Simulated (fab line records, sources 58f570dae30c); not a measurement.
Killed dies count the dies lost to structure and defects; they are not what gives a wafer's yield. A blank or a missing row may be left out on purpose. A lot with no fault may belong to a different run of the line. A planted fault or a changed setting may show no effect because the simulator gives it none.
fab line records	flow berkeley-cmos170
[record] lots = 5	wafers = 15	last-day = 12
route steps=331 shown V1@261 M2@271
lots that met no fault: taken from a fault-free run of the same line
start-h: start of the lot's first displayed wafer, in hours after the record's first day	wait-h: how many hours have passed since the lot's step before this one	" unchanged from the row above	L1.1+2: several wafers, shown together as one row	- either no value or no given start	* or withheld: withheld	< > ~ a bound
route shown NAME@n: names a module that has steps shown in the file, with the first one's number in the route	usual: the fault-free wafers' mean and standard deviation	same: alike in all rows	chamber/n: place in a boat	sites: each site's reading	_std_site: standard deviation of those values	_edge_site: the outer-site mean with the inner-site mean subtracted	radius-mm: how far each site lies from the wafer's centre	mask NAME#n: copy n	behind: the last tool/chamber to shape the wafer	hold: what put the lot on hold/how long, in hours/how the hold closed	device: which transistor (n, p or np) failed to switch	end of line: tests of these same wafers at the route's end	a step without rows: its recipe alone	killed: dies lost to structure and defects at the first sort, not the wafer's yield	map: a wafer's dies, x killed, . not, _ none there
set.NAME: the run value of the setting; set.NAME@STEP: its run value at that earlier step	model.NAME: the simulator's own value behind a step, which no gauge read
lots at some steps of the route; a table a step, a row a wafer
services: the hour from which a tool's chamber was out of use, counted from the record's first day as start-h (under 0 if before that day), plus the number of hours and why
[[steps]]
[step UCB170_V1_COAT_07]
[recipe] resist = KrF	spin-rpm = 1500	resist-thk-nm = 900
lot.wafer	tool	chamber	start-h	wait-h
L076.1+4+5	litho-track-04	0	193.43	0.1
L084.1+2+3	litho-track-03	0	224.54	0.1
L087.2+4+5	litho-track-04	0	236.66	0.1
L094.2+4+6	litho-track-03	0	264.15	0.1
L097.1+4+6	litho-track-02	0	283.05	0.1
[step UCB170_V1_SOFTBAKE_08]
[recipe] resist = KrF	temp-c = 130	time-s = 60
[usual] plate-temp-C = 130.00/0.14
[same] time-s = 60
lot.wafer	tool	chamber	start-h	wait-h	plate-temp-C
L076.1	litho-track-04	0	193.58	0.1	130.08
L076.4	"	0	"	"	130.13
L076.5	"	0	"	"	130.07
L084.1	litho-track-03	0	224.69	0.1	129.91
L084.2	"	0	"	"	129.98
L084.3	"	0	"	"	129.91
L087.2	litho-track-04	0	236.81	0.1	129.86
L087.4	"	0	"	"	129.71
L087.5	"	0	"	"	130.07
L094.2	litho-track-03	0	264.30	0.1	129.97
L094.4	"	0	"	"	130.02
L094.6	"	0	"	"	129.94
L097.1	litho-track-02	0	283.20	0.1	130.05
L097.4	"	0	"	"	130.09
L097.6	"	0	"	"	129.84
[step UCB170_V1_EXPOSE_09]
[recipe] mask-id = VIA1	target-cd-nm = 700	na = 0.5	sigma-outer = 0.6	source-shape = conventional	dose-mj = 37
lot.wafer	tool	chamber	start-h	wait-h	mask
L076.1+4+5	krf-scanner-02	0	193.94	0.3	VIA1#0
L084.1+2+3	krf-scanner-02	0	224.84	0.1	VIA1#0
L087.2+4+5	krf-scanner-01	0	237.08	0.2	VIA1#0
L094.2+4+6	krf-scanner-02	0	264.57	0.2	VIA1#0
L097.1+4+6	krf-scanner-02	0	283.65	0.4	VIA1#0
[step UCB170_V1_PEB_10]
[recipe] peb-temp-c = 130	peb-time-s = withheld	resist = KrF
[usual] plate-temp-C = 130.02/0.14
lot.wafer	tool	chamber	start-h	wait-h	plate-temp-C
L076.1	litho-track-03	0	194.85	0.9	129.82
L076.4	"	0	"	"	129.94
L076.5	"	0	"	"	130.05
L084.1	litho-track-03	0	224.96	0.1	130.11
L084.2	"	0	"	"	130.26
L084.3	"	0	"	"	130.07
L087.2	litho-track-03	0	237.70	0.6	129.73
L087.4	"	0	"	"	129.99
L087.5	"	0	"	"	130.22
L094.2	litho-track-04	0	264.99	0.4	130.19
L094.4	"	0	"	"	130.09
L094.6	"	0	"	"	130.14
L097.1	litho-track-04	0	283.77	0.1	130.08
L097.4	"	0	"	"	130.20
L097.6	"	0	"	"	130.01
[step UCB170_V1_DEVELOP_11]
[recipe] developer = TMAH	develop-time-s = 45	resist = KrF	dev-temp-c = 21
[usual] developer-temp-C = 21.02/0.11
lot.wafer	tool	chamber	start-h	wait-h	developer-temp-C
L076.1	litho-track-03	0	-	-	21.09
L076.4	"	0	"	"	21.29
L076.5	"	0	"	"	21.11
L084.1	litho-track-03	0	-	-	21.02
L084.2	"	0	"	"	21.18
L084.3	"	0	"	"	21.07
L087.2	litho-track-03	0	-	-	21.16
L087.4	"	0	"	"	21.22
L087.5	"	0	"	"	21.29
L094.2	litho-track-04	0	-	-	20.93
L094.4	"	0	"	"	20.87
L094.6	"	0	"	"	20.87
L097.1	litho-track-04	0	-	-	21.23
L097.4	"	0	"	"	21.07
L097.6	"	0	"	"	21.18
[step UCB170_V1_CD_MEAS_12]
[recipe] target-cd-nm = 700
[usual] cd-nm = 699.9/1.3
lot.wafer	tool	chamber	start-h	wait-h	cd-nm
L076.1	cd-sem-01	-	195.12	-	701.1
L076.4	"	-	"	"	702.4
L076.5	"	-	"	"	700.3
L084.1	cd-sem-02	-	225.23	-	697.6
L084.2	"	-	"	"	698.7
L084.3	"	-	"	"	697.8
L087.2	cd-sem-01	-	237.97	-	701.1
L087.4	"	-	"	"	700.3
L087.5	"	-	"	"	700.9
L094.2	cd-sem-02	-	265.26	-	698.6
L094.4	"	-	"	"	698.7
L094.6	"	-	"	"	698.1
L097.1	cd-sem-02	-	284.04	-	703.3
L097.4	"	-	"	"	702.5
L097.6	"	-	"	"	702.3
[step UCB170_V1_OVL_MEAS_13]
[usual] V1_OVL = 1/5.4
lot.wafer	tool	chamber	start-h	wait-h	V1_OVL[nm]
L076.1	overlay-02	-	195.24	0.1	6
L076.4	"	-	"	"	5
L076.5	"	-	"	"	0
L084.1	overlay-02	-	225.35	0.1	4
L084.2	"	-	"	"	-7
L084.3	"	-	"	"	1
L087.2	overlay-02	-	238.08	0.1	1
L087.4	"	-	"	"	11
L087.5	"	-	"	"	6
L094.2	overlay-02	-	265.37	0.1	4
L094.4	"	-	"	"	-2
L094.6	"	-	"	"	4
L097.1	overlay-02	-	284.16	0.1	15
L097.4	"	-	"	"	0
L097.6	"	-	"	"	7
[step UCB170_V1_ETCH_14]
[recipe] chemistry = CHF3/CF4/Ar	target = SiO2	stop-on = Al	CHF3_flow_sccm = 45	cf4-flow-sccm = 15	Ar_flow_sccm = 150	pressure-mtorr = 200	rf-w = 700	target-depth-a = 12500	over-etch-frac = 0.25	time-s = 291
[usual] drypump-motor-current-A = 5.8/0.51	mfc-ar-sccm = 150.0/0.46	oes-product-au = 0.874/0.013	throttle-valve-pct = 6.94/0.14
[same] time-s = 291
lot.wafer	tool	chamber	start-h	wait-h	drypump-motor-current-A	mfc-ar-sccm	oes-product-au	rf-hours-counter-h	throttle-valve-pct
L076.1	rie-diel-01	3	195.28	0.0	6.3	149.8	0.885	44	7.05
L076.4	"	2	"	"	6.4	150.2	0.884	45	6.90
L076.5	"	2	"	"	6.4	149.2	0.895	-	6.88
L084.1	rie-diel-04	0	225.39	0.0	6.0	149.6	0.856	22	7.08
L084.2	"	3	"	"	6.0	150.1	0.872	105	6.70
L084.3	"	1	"	"	6.3	149.4	0.846	11	7.11
L087.2	rie-diel-04	2	238.11	0.0	4.9	149.9	0.885	115	6.76
L087.4	"	1	"	"	6.3	150.0	0.849	12	7.11
L087.5	"	1	"	"	6.3	149.5	0.853	-	7.10
L094.2	rie-diel-02	0	265.40	0.0	5.6	150.9	0.860	118	6.82
L094.4	"	1	"	"	4.9	149.8	0.872	106	7.07
L094.6	"	1	"	"	4.9	150.2	0.873	-	7.07
L097.1	rie-diel-01	3	284.20	0.0	6.3	150.4	0.886	49	7.06
L097.4	"	0	"	"	5.4	150.3	0.872	12	6.77
L097.6	"	1	"	"	5.3	150.3	0.881	-	7.00
[step UCB170_V1_STRIP_15]
[recipe] chemistry = O2	power-w = 400	pressure-mtorr = 3500	platen-temp-c = withheld	o2-flow-sccm = 400	overash-fraction = 0.5
[usual] drypump-motor-current-A = 5.9/0.34	oes-product-au = 0.722/0.0043	strip-time-to-endpoint-s = 15.30/0.11
lot.wafer	tool	chamber	start-h	wait-h	drypump-motor-current-A	oes-product-au	rf-hours-counter-h	strip-time-to-endpoint-s
L076.1	plasma-asher-02	1	195.46	0.1	6.3	0.727	49	15.28
L076.4	"	0	"	"	6.2	0.713	-	15.20
L076.5	"	0	"	"	6.1	0.719	-	15.25
L084.1	plasma-asher-01	1	225.57	0.1	6.1	0.725	15	15.46
L084.2	"	0	"	"	6.3	0.723	15	15.51
L084.3	"	0	"	"	6.3	0.721	-	15.43
L087.2	plasma-asher-02	0	238.29	0.1	6.2	0.727	55	15.26
L087.4	"	1	"	"	6.4	0.723	-	15.26
L087.5	"	0	"	"	6.1	0.728	-	15.19
L094.2	plasma-asher-01	1	265.57	0.1	6.0	0.725	19	15.51
L094.4	"	1	"	"	6.0	0.723	-	15.33
L094.6	"	1	"	"	6.1	0.725	-	15.33
L097.1	plasma-asher-04	0	284.38	0.1	5.5	0.724	58	15.25
L097.4	"	1	"	"	5.5	0.720	-	15.16
L097.6	"	0	"	"	5.5	0.719	-	15.25
[step UCB170_V1_CD_MEAS_90]
[recipe] target-cd-nm = 700
[usual] cd-nm = 699.6/1.6
lot.wafer	tool	chamber	start-h	wait-h	cd-nm
L076.1	cd-sem-02	-	195.56	0.1	700.7
L076.4	"	-	"	"	701.6
L076.5	"	-	"	"	700.7
L084.1	cd-sem-01	-	225.67	0.1	698.0
L084.2	"	-	"	"	697.4
L084.3	"	-	"	"	697.7
L087.2	cd-sem-02	-	238.41	0.1	700.7
L087.4	"	-	"	"	700.7
L087.5	"	-	"	"	701.8
L094.2	cd-sem-02	-	265.69	0.1	696.9
L094.4	"	-	"	"	698.7
L094.6	"	-	"	"	697.4
L097.1	cd-sem-02	-	284.48	0.1	704.0
L097.4	"	-	"	"	702.0
L097.6	"	-	"	"	701.3
[step UCB170_M2_PRE_CLEAN_00]
[recipe] gas = Ar	preclean-etch-time-s = 60
lot.wafer	tool	chamber	start-h	wait-h
L076.1+4+5	pvd-sputter-03	-	195.68	0.1
L084.1+2+3	pvd-sputter-02	-	225.79	0.1
L087.2+4+5	pvd-sputter-04	-	238.51	0.1
L094.2+4+6	pvd-sputter-02	-	265.79	0.1
L097.1+4+6	pvd-sputter-03	-	284.60	0.1
[step UCB170_M2_SPUTTER_01]
[recipe] material = Al	target-thk-nm = 900	time-s = 120	power-w = 6000	chamber-pressure-pa = 0.4936
[usual] throttle-valve-pct = 30.1/1.3
[same] time-s = 120
lot.wafer	tool	chamber	start-h	wait-h	throttle-valve-pct
L076.1	pvd-sputter-03	-	195.74	0.0	28.6
L076.4	"	-	"	"	30.3
L076.5	"	-	"	"	32.0
L084.1	pvd-sputter-02	-	225.86	0.0	29.7
L084.2	"	-	"	"	30.1
L084.3	"	-	"	"	28.3
L087.2	pvd-sputter-04	-	238.57	0.0	29.7
L087.4	"	-	"	"	29.5
L087.5	"	-	"	"	30.4
L094.2	pvd-sputter-02	-	265.86	0.0	28.1
L094.4	"	-	"	"	30.0
L094.6	"	-	"	"	28.4
L097.1	pvd-sputter-03	-	284.66	0.0	30.2
L097.4	"	-	"	"	32.2
L097.6	"	-	"	"	30.1
[step UCB170_M2_RS_MEAS_02]
[recipe] thk-meas-gauge = four-point-probe	reads = Al_of_M2_SPUTTER_01
[usual] M2_AL_RS = 0.0320/0.00031
lot.wafer	tool	chamber	start-h	wait-h	M2_AL_RS[ohm/sq]
L076.1	film-metro-02	-	195.83	0.0	0.0322
L076.4	"	-	"	"	0.0320
L076.5	"	-	"	"	0.0321
L084.1	film-metro-02	-	225.94	0.0	0.0318
L084.2	"	-	"	"	0.0313
L084.3	"	-	"	"	0.0318
L087.2	film-metro-03	-	238.68	0.1	0.0322
L087.4	"	-	"	"	0.0320
L087.5	"	-	"	"	0.0322
L094.2	film-metro-02	-	265.96	0.1	0.0322
L094.4	"	-	"	"	0.0317
L094.6	"	-	"	"	0.0320
L097.1	film-metro-04	-	284.75	0.0	0.0322
L097.4	"	-	"	"	0.0321
L097.6	"	-	"	"	0.0318
[step UCB170_M2_THK_MEAS_03]
[recipe] thk-meas-gauge = xrf	reads = Al_of_M2_SPUTTER_01
[usual] M2_AL_THK = 909/9.4
lot.wafer	tool	chamber	start-h	wait-h	M2_AL_THK[nm]
L076.1	film-metro-02	-	195.95	0.1	904
L076.4	"	-	"	"	906
L076.5	"	-	"	"	902
L084.1	film-metro-02	-	226.06	0.1	913
L084.2	"	-	"	"	923
L084.3	"	-	"	"	917
L087.2	film-metro-03	-	238.79	0.1	907
L087.4	"	-	"	"	917
L087.5	"	-	"	"	910
L094.2	film-metro-02	-	266.07	0.1	901
L094.4	"	-	"	"	913
L094.6	"	-	"	"	904
L097.1	film-metro-04	-	284.87	0.1	906
L097.4	"	-	"	"	904
L097.6	"	-	"	"	913
[step UCB170_M2_HMDS_04]
[recipe] prime-time-s = 60	prime-temp-c = 100
lot.wafer	tool	chamber	start-h	wait-h
L076.1+4+5	litho-track-01	0	196.01	0.1
L084.1+2+3	litho-track-01	0	226.12	0.1
L087.2+4+5	litho-track-01	0	239.53	0.7
L094.2+4+6	litho-track-01	0	266.36	0.3
L097.1+4+6	litho-track-01	0	284.93	0.1
[step UCB170_M2_COAT_05]
[recipe] resist = KrF	spin-rpm = 1500	resist-thk-nm = 900
lot.wafer	tool	chamber	start-h	wait-h
L076.1+4+5	litho-track-01	0	196.16	0.1
L084.1+2+3	litho-track-01	0	226.27	0.1
L087.2+4+5	litho-track-01	0	239.68	0.1
L094.2+4+6	litho-track-01	0	266.51	0.1
L097.1+4+6	litho-track-01	0	285.08	0.1
[step UCB170_M2_SOFTBAKE_06]
[recipe] resist = KrF	temp-c = 130	time-s = 60
[usual] plate-temp-C = 130.02/0.16
[same] time-s = 60
lot.wafer	tool	chamber	start-h	wait-h	plate-temp-C
L076.1	litho-track-01	0	196.31	0.1	129.84
L076.4	"	0	"	"	129.81
L076.5	"	0	"	"	129.97
L084.1	litho-track-01	0	226.42	0.1	130.02
L084.2	"	0	"	"	130.17
L084.3	"	0	"	"	130.15
L087.2	litho-track-01	0	239.83	0.1	129.89
L087.4	"	0	"	"	129.93
L087.5	"	0	"	"	129.81
L094.2	litho-track-01	0	266.66	0.1	129.95
L094.4	"	0	"	"	129.96
L094.6	"	0	"	"	129.85
L097.1	litho-track-01	0	285.23	0.1	130.22
L097.4	"	0	"	"	130.13
L097.6	"	0	"	"	130.03
[step UCB170_M2_STRIP_07]
[recipe] chemistry = O2	power-w = 400	pressure-mtorr = 3500	platen-temp-c = withheld	o2-flow-sccm = 400	overash-fraction = 0.5
[usual] drypump-motor-current-A = 6.0/0.5	oes-product-au = 0.734/0.0042	strip-time-to-endpoint-s = 21.94/0.06
lot.wafer	tool	chamber	start-h	wait-h	drypump-motor-current-A	oes-product-au	rf-hours-counter-h	strip-time-to-endpoint-s
L076.1	plasma-asher-01	1	196.46	0.1	6.0	0.733	11	21.88
L076.4	"	1	"	"	6.0	0.732	-	21.96
L076.5	"	0	"	"	6.3	0.732	-	21.94
L084.1	plasma-asher-03	1	226.57	0.1	6.4	0.730	46	21.94
L084.2	"	0	"	"	5.2	0.741	46	21.89
L084.3	"	0	"	"	5.2	0.742	-	21.90
L087.2	plasma-asher-02	1	239.96	0.1	6.3	0.734	55	22.01
L087.4	"	1	"	"	6.3	0.727	-	21.97
L087.5	"	0	"	"	6.2	0.729	-	21.97
L094.2	plasma-asher-03	0	266.79	0.1	5.2	0.730	50	21.91
L094.4	"	0	"	"	5.2	0.735	-	21.94
L094.6	"	0	"	"	5.2	0.732	-	21.96
L097.1	plasma-asher-03	0	285.38	0.1	5.2	0.736	52	21.91
L097.4	"	0	"	"	5.2	0.733	-	21.92
L097.6	"	0	"	"	5.2	0.744	-	21.96
[step UCB170_M2_STRIP_08]
[recipe] chemistry = DMSO	temp-c = 80	time-s = 600	material = KrF
[same] time-s = 600
lot.wafer	tool	chamber	start-h	wait-h
L076.1+4+5	wet-bench-01	3	196.64	0.2
L084.1+2+3	wet-bench-04	2	226.67	0.1
L087.2+4+5	wet-bench-04	2	240.06	0.1
L094.2+4+6	wet-bench-04	2	266.89	0.1
L097.1+4+6	wet-bench-04	2	285.58	0.2
[step UCB170_M2_COAT_09]
[recipe] resist = BARC	temp-c = withheld	time-s = withheld	spin-rpm = 3000	resist-thk-nm = withheld
lot.wafer	tool	chamber	start-h	wait-h
L076.1+4+5	litho-track-01	0	196.99	0.2
L084.1+2+3	litho-track-04	0	226.93	0.1
L087.2+4+5	litho-track-02	0	240.58	0.4
L094.2+4+6	litho-track-02	0	267.09	0.0
L097.1+4+6	litho-track-04	0	285.90	0.1
[step UCB170_M2_COAT_10]
[recipe] resist = KrF	spin-rpm = 1500	resist-thk-nm = 900
lot.wafer	tool	chamber	start-h	wait-h
L076.1+4+5	litho-track-01	0	-	-
L084.1+2+3	litho-track-04	0	-	-
L087.2+4+5	litho-track-02	0	-	-
L094.2+4+6	litho-track-02	0	-	-
L097.1+4+6	litho-track-04	0	-	-
[step UCB170_M2_SOFTBAKE_11]
[recipe] resist = KrF	temp-c = 130	time-s = 60
[usual] plate-temp-C = 130.01/0.13
[same] time-s = 60
lot.wafer	tool	chamber	start-h	wait-h	plate-temp-C
L076.1	litho-track-01	0	-	-	130.27
L076.4	"	0	"	"	130.02
L076.5	"	0	"	"	130.16
L084.1	litho-track-04	0	-	-	130.08
L084.2	"	0	"	"	129.88
L084.3	"	0	"	"	130.29
L087.2	litho-track-02	0	-	-	130.29
L087.4	"	0	"	"	130.06
L087.5	"	0	"	"	129.87
L094.2	litho-track-02	0	-	-	130.02
L094.4	"	0	"	"	130.06
L094.6	"	0	"	"	130.03
L097.1	litho-track-04	0	-	-	130.01
L097.4	"	0	"	"	130.15
L097.6	"	0	"	"	130.12
[step UCB170_M2_EXPOSE_12]
[recipe] mask-id = METAL2	target-cd-nm = 700	na = 0.5	sigma-outer = 0.6	source-shape = conventional	dose-mj = 26
lot.wafer	tool	chamber	start-h	wait-h	mask
L076.1+4+5	krf-scanner-02	0	197.57	-	METAL2#0
L084.1+2+3	krf-scanner-02	0	227.41	-	METAL2#0
L087.2+4+5	krf-scanner-02	0	241.15	-	METAL2#0
L094.2+4+6	krf-scanner-02	0	267.66	-	METAL2#0
L097.1+4+6	krf-scanner-02	0	286.48	-	METAL2#0
[[services]]
tool	chamber	start-h	hours	kind
rie-diel-01	1	169.53	3.3	repair
rie-diel-04	-	184.90	0.2	repair
krf-scanner-02	-	194.39	0.5	repair
krf-scanner-01	-	197.38	0.8	pm
plasma-asher-03	-	206.47	0.7	repair
rie-diel-04	1	208.21	1.6	repair
rie-diel-04	-	213.16	0.7	repair
plasma-asher-04	-	216.57	15.6	pm
krf-scanner-02	-	220.78	1.3	pm
rie-diel-04	-	221.56	0.5	repair
plasma-asher-01	-	229.83	2.7	repair
rie-diel-04	-	246.44	14.6	pm
pvd-sputter-03	-	256.59	6.5	repair
plasma-asher-01	-	257.41	1.2	repair
krf-scanner-02	-	259.24	1.0	pm
litho-track-02	-	283.56	-	consumable-replace:filter
[[key]]
fault none
